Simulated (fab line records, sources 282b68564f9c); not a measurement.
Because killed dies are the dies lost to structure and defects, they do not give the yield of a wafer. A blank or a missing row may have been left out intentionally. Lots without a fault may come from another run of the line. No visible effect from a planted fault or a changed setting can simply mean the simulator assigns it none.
fab line records	flow ritCmos
record: lots: 6	wafers: 18	lastDay: 7
route steps=202 shown PWELL@49 WELLDRIVE@50 NWELL@51 NRETRO@53 PRETRO@64 M1@202
lots with no fault: from the same line, run without faults
startH: hours from the record's first day to the start of the lot's first wafer shown	waitH: how many hours have passed since the lot's step before this one	" identical to the entry in the row above	L1.1+2: several wafers, shown together as one row	- no value, or no start given	* or withheld: withheld	< > ~ a bound
route shown NAME@n: a module of which the file shows steps, and the number in the route of the first	usual: average and standard deviation across the fault-free wafers	same: alike in all rows	chamber/n: place in a boat	sites: the reading at each site	_std_site: standard deviation across them	_edge_site: mean of outer sites minus mean of inner sites	radiusMm: how far each site lies from the wafer's centre	mask NAME#n: copy n	behind: tool/chamber where the wafer was last shaped	hold: reason for holding the lot/hours on hold/outcome of the hold	device: transistor that didn't switch, given as n, p or np	end of line: tests run on the same wafers once the route is complete	for a step that has no rows: nothing shown but its recipe	killed: at the first sort, the dies lost to defects and structure; wafer yield is something else	map: the dies of a wafer, with x for killed, . for not killed, _ for no die there
set.NAME: the setting as run; set.NAME@STEP: as run at that earlier step	model.NAME: the simulator's own value behind a step, which no gauge read
lots seen at some steps along the route; tables by step, rows by wafer
services: from which hour (startH, from the record's first day; less than 0 if before it) a tool's chamber was out of use, for how many hours, and why
== steps ==
step: RIT_PWELL_TW_MEAS_10
usual: PWELL_TW: 959/7.2
lot.wafer	tool	chamber	startH	waitH	PWELL_TW
L786.2	filmMetro-03	-	32.66	0.1	954
L786.3	"	-	"	"	959
L786.6	"	-	"	"	955
L791.2	filmMetro-04	-	57.41	0.1	957
L791.4	"	-	"	"	960
L791.5	"	-	"	"	963
L800.2	filmMetro-04	-	100.99	0.1	970
L800.5	"	-	"	"	966
L800.6	"	-	"	"	967
L801.1	filmMetro-03	-	103.93	0.1	967
L801.3	"	-	"	"	958
L801.6	"	-	"	"	962
L802.1	filmMetro-01	-	111.59	0.1	958
L802.2	"	-	"	"	950
L802.4	"	-	"	"	948
L804.3	filmMetro-03	-	121.06	0.1	969
L804.5	"	-	"	"	966
L804.6	"	-	"	"	963
step: RIT_WELLDRIVE_ANNEAL_00
recipe: tempC: 1100	timeS: 14700	ambient: N2
step: RIT_WELLDRIVE_RS_MEAS_01
recipe: thkMeasGauge: four-point-probe
usual: NWELL_RS: 275.9/0.65
lot.wafer	tool	chamber	startH	waitH	NWELL_RS[ohm/sq]
L786.2	filmMetro-01	-	37.81	0.0	276.3
L786.3	"	-	"	"	276.9
L786.6	"	-	"	"	275.2
L791.2	filmMetro-04	-	63.39	0.0	275.9
L791.4	"	-	"	"	276.2
L791.5	"	-	"	"	276.6
L800.2	filmMetro-04	-	106.19	0.0	275.5
L800.5	"	-	"	"	276.0
L800.6	"	-	"	"	275.7
L801.1	filmMetro-04	-	109.20	0.0	276.4
L801.3	"	-	"	"	275.9
L801.6	"	-	"	"	275.6
L802.1	filmMetro-04	-	116.96	0.0	275.2
L802.2	"	-	"	"	274.6
L802.4	"	-	"	"	274.4
L804.3	filmMetro-01	-	128.26	0.0	276.1
L804.5	"	-	"	"	275.2
L804.6	"	-	"	"	275.8
step: RIT_WELLDRIVE_RS_MEAS_02
recipe: thkMeasGauge: four-point-probe
usual: PWELL_RS: 429.9/1.2
lot.wafer	tool	chamber	startH	waitH	PWELL_RS[ohm/sq]
L786.2	filmMetro-01	-	37.93	0.1	429.6
L786.3	"	-	"	"	430.3
L786.6	"	-	"	"	429.9
L791.2	filmMetro-04	-	63.51	0.1	430.5
L791.4	"	-	"	"	430.3
L791.5	"	-	"	"	430.1
L800.2	filmMetro-04	-	106.31	0.1	430.3
L800.5	"	-	"	"	429.5
L800.6	"	-	"	"	429.6
L801.1	filmMetro-04	-	109.32	0.1	430.8
L801.3	"	-	"	"	431.1
L801.6	"	-	"	"	430.5
L802.1	filmMetro-04	-	117.08	0.1	428.8
L802.2	"	-	"	"	428.8
L802.4	"	-	"	"	429.4
L804.3	filmMetro-01	-	128.38	0.1	429.3
L804.5	"	-	"	"	430.4
L804.6	"	-	"	"	430.4
step: RIT_NRETRO_HMDS_00
recipe: primeTimeS: 60	primeTempC: 140
step: RIT_NRETRO_COAT_01
recipe: resist: NOVOLAK	spinRpm: 2000	resistThkNm: 1300
step: RIT_NRETRO_SOFTBAKE_02
recipe: resist: NOVOLAK	tempC: 90	timeS: 60
step: RIT_NRETRO_EXPOSE_03
recipe: maskId: M4	na: 0.57	targetCdNm: 43900	doseMj: 250
step: RIT_NRETRO_PEB_04
recipe: resist: NOVOLAK	tempC: withheld	timeS: withheld
step: RIT_NRETRO_DEVELOP_05
recipe: resist: NOVOLAK	developTimeS: 68	devTempC: 23
step: RIT_NRETRO_OVL_MEAS_06
usual: NRETRO_OVL: 0.4/1.2
lot.wafer	tool	chamber	startH	waitH	NRETRO_OVL[nm]
L786.2	overlay-01	-	39.04	-	1.5
L786.3	"	-	"	"	-0.4
L786.6	"	-	"	"	0.9
L791.2	overlay-01	-	64.50	-	0.3
L791.4	"	-	"	"	0.2
L791.5	"	-	"	"	-0.2
L800.2	overlay-01	-	107.51	-	2.2
L800.5	"	-	"	"	0.0
L800.6	"	-	"	"	0.2
L801.1	overlay-01	-	110.37	-	0.1
L801.3	"	-	"	"	1.1
L801.6	"	-	"	"	1.4
L802.1	overlay-01	-	118.20	-	0.1
L802.2	"	-	"	"	1.4
L802.4	"	-	"	"	0.3
L804.3	overlay-01	-	129.35	-	1.4
L804.5	"	-	"	"	2.2
L804.6	"	-	"	"	1.9
step: RIT_NRETRO_HARDBAKE_07
recipe: resist: NOVOLAK	tempC: 140	timeS: 120
step: RIT_NRETRO_IMPLANT_08
recipe: species: P	energyKev: 70	doseCm2: 1e+13	tiltDeg: 7
usual: beamEnergyKeV: 69.996/0.022	beamOnS: 9.99/0.2
lot.wafer	tool	chamber	startH	waitH	beamEnergyKeV	beamOnS	model.implant.rpNm	model.implant.drpNm
L786.2	implanter-03	0	39.35	0.2	69.996	9.64	84.96	33.94
L786.3	"	0	"	"	69.996	9.88	84.96	33.94
L786.6	"	0	"	"	70.032	9.84	84.96	33.94
L791.2	implanter-04	0	64.80	0.2	70.000	9.79	86.32	33.94
L791.4	"	0	"	"	69.971	9.93	86.32	33.94
L791.5	"	0	"	"	70.006	9.98	86.32	33.94
L800.2	implanter-04	0	107.82	0.2	70.033	9.78	82.19	33.94
L800.5	"	0	"	"	70.043	9.95	82.19	33.94
L800.6	"	0	"	"	70.000	10.27	82.19	33.94
L801.1	implanter-03	0	110.66	0.2	94.451	10.37	114.8	43.45
L801.3	"	0	"	"	94.494	9.84	114.8	43.45
L801.6	"	0	"	"	94.485	9.81	114.8	43.45
L802.1	implanter-03	0	118.49	0.2	94.468	9.55	113	43.45
L802.2	"	0	"	"	94.455	10.29	113	43.45
L802.4	"	0	"	"	94.447	10.01	113	43.45
L804.3	implanter-04	0	129.67	0.2	70.004	10.18	85.98	33.94
L804.5	"	0	"	"	70.019	9.89	85.98	33.94
L804.6	"	0	"	"	70.004	10.13	85.98	33.94
step: RIT_NRETRO_STRIP_09
recipe: chemistry: O2	timeS: 180	resist: NOVOLAK	platenTempC: withheld	powerW: 500	pressureMtorr: 4000	o2FlowSccm: 4000
usual: drypumpMotorCurrentA: 5.90/0.29
lot.wafer	tool	chamber	startH	waitH	drypumpMotorCurrentA	rfHoursCounterH
L786.2	plasmaAsher-04	0	39.47	0.1	6.24	25
L786.3	"	1	"	"	5.63	-
L786.6	"	0	"	"	6.24	-
L791.2	plasmaAsher-02	0	64.93	0.1	5.93	41
L791.4	"	0	"	"	5.94	-
L791.5	"	1	"	"	5.88	-
L800.2	plasmaAsher-01	1	107.94	0.1	6.06	43
L800.5	"	0	"	"	5.56	-
L800.6	"	1	"	"	6.05	-
L801.1	plasmaAsher-02	0	110.81	0.1	5.92	47
L801.3	"	0	"	"	5.93	-
L801.6	"	0	"	"	5.92	-
L802.1	plasmaAsher-04	0	118.64	0.1	6.31	33
L802.2	"	1	"	"	5.57	33
L802.4	"	0	"	"	6.34	-
L804.3	plasmaAsher-04	1	129.83	0.1	5.59	-
L804.5	"	1	"	"	5.62	-
L804.6	"	0	"	"	6.30	-
step: RIT_NRETRO_TW_MEAS_10
usual: NRETRO_TW: 1054/7.2
lot.wafer	tool	chamber	startH	waitH	NRETRO_TW
L786.2	filmMetro-03	-	39.66	0.1	1064
L786.3	"	-	"	"	1055
L786.6	"	-	"	"	1056
L791.2	filmMetro-03	-	65.13	0.1	1063
L791.4	"	-	"	"	1059
L791.5	"	-	"	"	1062
L800.2	filmMetro-03	-	108.13	0.1	1068
L800.5	"	-	"	"	1065
L800.6	"	-	"	"	1065
L801.1	filmMetro-01	-	110.98	0.1	1134
L801.3	"	-	"	"	1134
L801.6	"	-	"	"	1132
L802.1	filmMetro-01	-	118.82	0.1	1137
L802.2	"	-	"	"	1127
L802.4	"	-	"	"	1131
L804.3	filmMetro-03	-	129.97	0.1	1069
L804.5	"	-	"	"	1067
L804.6	"	-	"	"	1067
step: RIT_PRETRO_HMDS_00
recipe: primeTimeS: 60	primeTempC: 140
step: RIT_M1_PROBE_99
usual: killedAtContacts: 0.1/0.31	killedAtFrontEnd: 7/3	killedDies: 7/3	killedOpen: 3.2/1.9	killedShort: 3.6/2.2
same: grossDies: 264	killed_at_M0_to_M3: 0	killed_at_M4_up: 0	killedAtBackSide: 0	killedAtOther: 0
lot.wafer	tool	chamber	startH	waitH	killedAtContacts	killedAtFrontEnd	killedDies	killedOpen	killedShort	model.etest.pmos_0p3.rOnOhmUm	model.etest.pmosTurned.rOnOhmUm	model.etest.pmosTurned.driveUaUm	model.etest.pmosNarrow.driveUaUm	model.etest.pmos_0p3.driveUaUm	model.etest.wellEdgeRight.lineOhmUm	model.etest.wellEdgeLeft.lineOhmUm	model.etest.pmos_0p15.swingMvDec
L786.2	prober-01	-	72.38	0.1	0	5	5	2	2	6271	3364	193.1	103.8	100.9	181.9	180.6	84.52
L786.3	prober-01	-	72.43	0.2	0	6	6	5	0	6136	3208	204.8	106.5	104.2	183	181.1	84.66
L786.6	prober-01	-	72.58	0.2	0	9	9	3	5	6060	3167	210.1	109.7	106.7	181.9	182.6	84.15
L791.2	prober-02	-	94.44	0.1	0	6	6	4	1	6164	3196	206.3	104.8	103.3	183.3	182.2	84.82
L791.4	prober-02	-	94.54	0.2	0	6	6	1	5	6162	3237	205.6	105.6	102.5	182.9	181.9	84.98
L791.5	prober-02	-	94.59	0.2	0	7	7	3	4	6135	3202	211.4	104.4	103.7	182.1	185	84.88
L800.2	prober-01	-	135.89	0.1	0	5	5	1	4	6422	3532	184.3	100.8	98.14	181.9	184.2	83.85
L800.5	prober-01	-	136.04	0.2	0	6	6	2	4	6317	3469	188.5	103.7	100.4	182.3	183.1	83.71
L800.6	prober-01	-	136.09	0.2	0	4	4	2	2	6416	3631	175.3	100.6	97.73	183	184.8	84.18
L801.1	prober-02	-	138.99	0.1	0	9	9	4	5	6283	3592	181.4	106.1	103.6	179.7	178.6	82.69
L801.3	prober-02	-	139.09	0.2	0	14	14	5	9	6185	3548	184.2	107.5	105.4	181.1	180	82.85
L801.6	prober-02	-	139.24	0.2	0	8	8	4	4	6168	3515	188.2	108.9	106.5	181.1	180.6	82.98
L802.1	prober-01	-	147.92	0.1	0	10	10	7	3	5932	3241	207.7	110.2	112	179.9	178.5	82.89
L802.2	prober-01	-	147.97	0.1	1	6	7	5	2	6021	3286	199.3	107.3	108.5	179.6	177.9	82.79
L802.4	prober-01	-	148.07	0.2	0	10	10	6	4	6065	3283	204.5	106	107.2	180.8	182.1	83.43
L804.3	prober-01	-	157.56	0.2	0	9	9	2	7	6362	3566	182.7	101.6	99.53	180.6	183.6	84.21
L804.5	prober-01	-	157.66	0.2	0	2	2	0	2	6370	3483	183.4	103.1	99.36	182.1	181.4	84.31
L804.6	prober-01	-	157.71	0.2	0	3	3	1	2	6314	3450	188.4	103.6	100.5	182.8	183.6	84.59
killed by level:class
L786.2 FOX1:geometricParticle:open=1 GATE:geometricParticle:open=1 GATE:geometricParticle:short=1 SILICIDE:geometricParticle:short=1 PSD:coatMicrobubblePrinted=1
L786.3 SPACER:geometricParticle:open=2 FOX1:geometricParticle:open=1 GATE:geometricParticle:open=1 SILICIDE:geometricParticle:open=1 PSD:coatMicrobubblePrinted=1
L786.6 SPACER:geometricParticle:open=2 SILICIDE:geometricParticle:short=2 FOX1:geometricParticle:open=1 FOX1:geometricParticle:short=1 GATE:geometricParticle:short=1 SPACER:geometricParticle:short=1 PSD:coatMicrobubblePrinted=1
L791.2 REOX:geometricParticle:open=4 SILICIDE:geometricParticle:short=1 PRETRO:coatMicrobubblePrinted=1
L791.4 FOX1:geometricParticle:short=2 GATE:geometricParticle:open=1 GATE:geometricParticle:short=1 REOX:geometricParticle:short=1 SPACER:geometricParticle:short=1
L791.5 FOX1:geometricParticle:short=1 GATE:geometricParticle:open=1 GATE:geometricParticle:short=1 REOX:geometricParticle:open=1 REOX:geometricParticle:short=1 SILICIDE:geometricParticle:short=1 SILICIDE:geometricParticle:open=1
L800.2 FOX1:geometricParticle:short=2 FOX1:geometricParticle:open=1 GATE:geometricParticle:short=1 REOX:geometricParticle:short=1
L800.5 GATE:geometricParticle:open=2 REOX:geometricParticle:short=2 FOX1:geometricParticle:short=1 SILICIDE:geometricParticle:short=1
L800.6 FOX2:geometricParticle:short=1 GATE:geometricParticle:open=1 GATE:geometricParticle:short=1 SILICIDE:geometricParticle:open=1
L801.1 GATE:geometricParticle:open=3 GATE:geometricParticle:short=3 ACTIVE:geometricParticle:short=1 FOX1:geometricParticle:open=1 SILICIDE:geometricParticle:short=1
L801.3 GATE:geometricParticle:short=4 SPACER:geometricParticle:short=4 GATE:geometricParticle:open=3 SPACER:geometricParticle:open=2 REOX:geometricParticle:short=1
L801.6 REOX:geometricParticle:open=3 GATE:geometricParticle:short=2 FOX1:geometricParticle:open=1 REOX:geometricParticle:short=1 SPACER:geometricParticle:short=1
L802.1 GATE:geometricParticle:open=5 GATE:geometricParticle:short=3 FOX1:geometricParticle:open=2
L802.2 FOX1:geometricParticle:open=2 GATE:geometricParticle:open=2 GATE:geometricParticle:short=1 SILICIDE:geometricParticle:short=1 CONTACT:geometricParticle:open=1
L802.4 FOX1:geometricParticle:open=3 SILICIDE:geometricParticle:open=3 GATE:geometricParticle:short=2 FOX1:geometricParticle:short=1 REOX:geometricParticle:short=1
L804.3 REOX:geometricParticle:short=3 FOX1:geometricParticle:short=2 FOX1:geometricParticle:open=1 GATE:geometricParticle:open=1 SPACER:geometricParticle:short=1 SILICIDE:geometricParticle:short=1
L804.5 SPACER:geometricParticle:short=1 SILICIDE:geometricParticle:short=1
L804.6 FOX1:geometricParticle:short=1 FOX2:geometricParticle:open=1 REOX:geometricParticle:short=1
== services ==
tool	chamber	startH	hours	kind
implanter-04	-	30.25	0.6	repair
plasmaAsher-04	-	84.26	1.3	repair
plasmaAsher-04	-	103.48	2.8	pm
plasmaAsher-01	-	108.75	9.0	pm
plasmaAsher-01	0	108.75	9.0	ventCycle
plasmaAsher-01	1	108.75	9.0	ventCycle
implanter-04	-	111.99	1.2	repair
plasmaAsher-01	0	117.75	-	clean
plasmaAsher-01	1	117.75	-	clean
implanter-03	-	118.92	0.6	repair
== key ==
firstSign: step: RIT_NRETRO_IMPLANT_08	reading: beamEnergyKeV	direction: up	sigmas: 99+	usual: 69.996	struck: 94.467
effect: step: RIT_NRETRO_TW_MEAS_10	reading: NRETRO_TW	direction: up	sigmas: 11	usual: 1054	struck: 1132
modelEffect: step: RIT_NRETRO_IMPLANT_08	value: implant.rpNm	without: 83.45	struck: 113.9
modelEffect: step: RIT_M1_PROBE_99	value: etest.pmos_0p3.rOnOhmUm	without: 6419	struck: 6109
metAt RIT_NRETRO_IMPLANT_08
struckWafers L801.1,L801.3,L801.6,L802.1,L802.2,L802.4
testerLeftOut L801,L802
onsetBetween 39.35 110.66
fault: kind: processParameterDrift	tool: implanter-03	chamber: -	onsetH: 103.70	steps: RIT_NRETRO_IMPLANT_08	channel: energyKev	offset: 24.5	shape: step	endH: 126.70	actsIn: theseRecipesOnly	stated: 70
testerLeftOut: of these lots the tester's yield and bins aren't shown, on N5 and GAA mostly nor the transistor test; their killed dies are dies lost to structure and defects alone, not to doping, threshold or leakage, so they don't give the yield
